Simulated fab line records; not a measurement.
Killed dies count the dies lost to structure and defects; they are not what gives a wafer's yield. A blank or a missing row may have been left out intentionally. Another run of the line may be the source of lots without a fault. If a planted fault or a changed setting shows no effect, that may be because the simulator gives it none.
Split-lot experiment / flow rit_cmos / route with 202 steps; 5 lots, 23 wafers read

== THE SPLIT ==
At RIT_CONTACT_CVD_00 (deposits SiO2 from TEOS, target thk 400 nm, time 61 s), the setting time_s was moved away from the recipe's 61 s on 11 of the 23 wafers read, by -14.5% to +14.9%. All remaining wafers had this setting at the recipe value.

There is no step in the file separating the split from the reading.

== THE READING ==
CONTACT_TEOS_THK in nanometres, read at RIT_CONTACT_THK_MEAS_01. Typical for fault-free wafers on this fab line: 399 nm, with standard deviation 4.6 nm.

wafer=L075.2; tool, chamber at the split=pecvd-03, 0; time_s as run, s=61; against the recipe=recipe; CONTACT_TEOS_THK, nm=399; against lot-mates on the recipe=-
wafer=L075.3; tool, chamber at the split=pecvd-03, 2; time_s as run, s=61; against the recipe=recipe; CONTACT_TEOS_THK, nm=398; against lot-mates on the recipe=-
wafer=L075.6; tool, chamber at the split=pecvd-03, 1; time_s as run, s=61; against the recipe=recipe; CONTACT_TEOS_THK, nm=407; against lot-mates on the recipe=-
wafer=L078.2; tool, chamber at the split=pecvd-03, 1; time_s as run, s=61; against the recipe=recipe; CONTACT_TEOS_THK, nm=401; against lot-mates on the recipe=-
wafer=L078.3; tool, chamber at the split=pecvd-03, 0; time_s as run, s=70.08; against the recipe=+14.9%; CONTACT_TEOS_THK, nm=456; against lot-mates on the recipe=+53
wafer=L078.4; tool, chamber at the split=pecvd-03, 2; time_s as run, s=70.08; against the recipe=+14.9%; CONTACT_TEOS_THK, nm=465; against lot-mates on the recipe=+62
wafer=L078.5; tool, chamber at the split=pecvd-03, 1; time_s as run, s=70.08; against the recipe=+14.9%; CONTACT_TEOS_THK, nm=468; against lot-mates on the recipe=+65
wafer=L078.6; tool, chamber at the split=pecvd-03, 0; time_s as run, s=61; against the recipe=recipe; CONTACT_TEOS_THK, nm=405; against lot-mates on the recipe=-
wafer=L079.1; tool, chamber at the split=pecvd-02, 0; time_s as run, s=61; against the recipe=recipe; CONTACT_TEOS_THK, nm=392; against lot-mates on the recipe=-
wafer=L079.2; tool, chamber at the split=pecvd-02, 2; time_s as run, s=57.33; against the recipe=-6.0%; CONTACT_TEOS_THK, nm=371; against lot-mates on the recipe=-25
wafer=L079.3; tool, chamber at the split=pecvd-02, 1; time_s as run, s=57.33; against the recipe=-6.0%; CONTACT_TEOS_THK, nm=372; against lot-mates on the recipe=-24
wafer=L079.5; tool, chamber at the split=pecvd-02, 2; time_s as run, s=61; against the recipe=recipe; CONTACT_TEOS_THK, nm=398; against lot-mates on the recipe=-
wafer=L079.6; tool, chamber at the split=pecvd-02, 0; time_s as run, s=61; against the recipe=recipe; CONTACT_TEOS_THK, nm=398; against lot-mates on the recipe=-
wafer=L081.2; tool, chamber at the split=pecvd-03, 2; time_s as run, s=61; against the recipe=recipe; CONTACT_TEOS_THK, nm=393; against lot-mates on the recipe=-
wafer=L081.3; tool, chamber at the split=pecvd-03, 1; time_s as run, s=64.37; against the recipe=+5.5%; CONTACT_TEOS_THK, nm=421; against lot-mates on the recipe=+23
wafer=L081.4; tool, chamber at the split=pecvd-03, 0; time_s as run, s=61; against the recipe=recipe; CONTACT_TEOS_THK, nm=403; against lot-mates on the recipe=-
wafer=L081.5; tool, chamber at the split=pecvd-03, 1; time_s as run, s=64.37; against the recipe=+5.5%; CONTACT_TEOS_THK, nm=428; against lot-mates on the recipe=+30
wafer=L081.6; tool, chamber at the split=pecvd-03, 2; time_s as run, s=64.37; against the recipe=+5.5%; CONTACT_TEOS_THK, nm=426; against lot-mates on the recipe=+28
wafer=L082.2; tool, chamber at the split=pecvd-02, 2; time_s as run, s=52.16; against the recipe=-14.5%; CONTACT_TEOS_THK, nm=339; against lot-mates on the recipe=-61
wafer=L082.3; tool, chamber at the split=pecvd-02, 0; time_s as run, s=61; against the recipe=recipe; CONTACT_TEOS_THK, nm=397; against lot-mates on the recipe=-
wafer=L082.4; tool, chamber at the split=pecvd-02, 0; time_s as run, s=52.16; against the recipe=-14.5%; CONTACT_TEOS_THK, nm=343; against lot-mates on the recipe=-57
wafer=L082.5; tool, chamber at the split=pecvd-02, 1; time_s as run, s=61; against the recipe=recipe; CONTACT_TEOS_THK, nm=403; against lot-mates on the recipe=-
wafer=L082.6; tool, chamber at the split=pecvd-02, 2; time_s as run, s=52.16; against the recipe=-14.5%; CONTACT_TEOS_THK, nm=352; against lot-mates on the recipe=-48

THE FIT
A straight line over all 23 wafers: CONTACT_TEOS_THK changes by +4.09 nm for each +1% of time_s; r = +0.99; the points scatter about the line by 5 nm.
The same after taking each lot's own level away (the mean of its wafers on the recipe; 23 wafers): +3.99 nm for each +1%; r = +0.99; scatter 4.4 nm.
On that fit, the largest move of time_s shifts the reading by 59 nm.
Across the lots, their own levels run from 396.0 to 403.0 nm, a range of 1.5 times the standard deviation given above.
Hence the lot-to-lot level has little effect on the slope; both slopes agree.
Check: +62.2 nm against its lot-mates is what the line predicts for one of the wafers moved furthest among these (+14.9%) when that wafer is left out of the fit. It came out at +53 nm against them.

== THE WHOLE CHAIN: every reading that the file lists as answering this split, in the file's order ==
step=RIT_CONTACT_CVD_00; what it does=deposits SiO2 from TEOS, target thk 400 nm, time 61 s; reading=SiO2_of_CONTACT_CVD_00.thk_nm (the simulator's own value, which no gauge read); change (the file's fit)=+4 nm for each +1% of the setting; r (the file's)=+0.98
step=RIT_CONTACT_THK_MEAS_01; what it does=; reading=CONTACT_TEOS_THK; change (the file's fit)=+4 for each +1% of the setting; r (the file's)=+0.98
step=RIT_CONTACT_ETCH_11; what it does=etches SiO2 in CHF3/CF4/Ar, stops on TiSi2, target depth 480 nm, time 320 s; reading=etch.depth_nm (the simulator's own value, which no gauge read); change (the file's fit)=+4 nm for each +1% of the setting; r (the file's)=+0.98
step=RIT_CONTACT_ETCH_11; what it does=etches SiO2 in CHF3/CF4/Ar, stops on TiSi2, target depth 480 nm, time 320 s; reading=CONTACT.feature_depth_nm (the simulator's own value, which no gauge read); change (the file's fit)=+4 nm for each +1% of the setting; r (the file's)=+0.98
step=RIT_M1_METAL_ETCH_12; what it does=etches Al in Cl2/BCl3, stops on SiO2, time 165 s, target depth 600 nm; reading=SiO2_of_CONTACT_CVD_00.thk_nm (the simulator's own value, which no gauge read); change (the file's fit)=+3.93 nm for each +1% of the setting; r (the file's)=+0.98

== FILE'S OWN FIT ==
CONTACT_TEOS_THK changes by +4 nm for each +1% of time_s, r = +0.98.
